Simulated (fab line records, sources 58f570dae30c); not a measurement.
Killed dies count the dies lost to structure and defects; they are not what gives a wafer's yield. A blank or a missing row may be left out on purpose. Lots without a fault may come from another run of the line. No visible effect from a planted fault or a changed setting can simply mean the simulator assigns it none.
What tool caused it? ; flow berkeley cmos170 ; at 1 step of a route of 331, 7 lots with 21 wafers sampled

## WHAT THE GAUGES SHOWED, per wafer
UCB170_ACTIVE_CD_MEAS_90: the cd target is 1200 nm.
lot;measured;on;cd nm (nm)
L971;day 4 03:30;cd sem-02;1199.2 1199.3 1198.9
L976;day 5 05:52;cd sem-01;1202.0 1201.0 1201.8
L978;day 5 12:35;cd sem-02;1201.3 1203.5 1203.1
L979;day 6 04:19;cd sem-01;1198.8 1197.9 1198.3
L982;day 6 14:20;cd sem-02;1201.1 1200.9 1200.6
L989;day 7 22:42;cd sem-01;1200.0 1199.7 1200.1
L991;day 8 09:13;cd sem-02;1202.0 1199.6 1201.1

## EACH LOT AND THE TOOL THAT RAN IT (in order: tool; ch and the chambers of the sampled wafers; start)
The record holds no process step before these readings.

## THE ANSWER, worked out from the rows above alone
Rule: usual is defined by the lots themselves. Put in order of their means at a reading, lots are off if they are a third of the lots or fewer, leave a main group of 4 or more, and stand apart from it by a gap of 3 or more times the standard deviation of the main group's means; of several such gaps the widest counts. A main group is skipped when, at the precision printed for the reading in the tables above, its means are all equal. Also off: a lot with no number at a reading for which 4 or more lots have one. The other lots that the step has rows for count as sound.
None of the lots is off at any reading shown; this tells nothing.

## WHAT WAS PUT IN BY THE SIMULATOR
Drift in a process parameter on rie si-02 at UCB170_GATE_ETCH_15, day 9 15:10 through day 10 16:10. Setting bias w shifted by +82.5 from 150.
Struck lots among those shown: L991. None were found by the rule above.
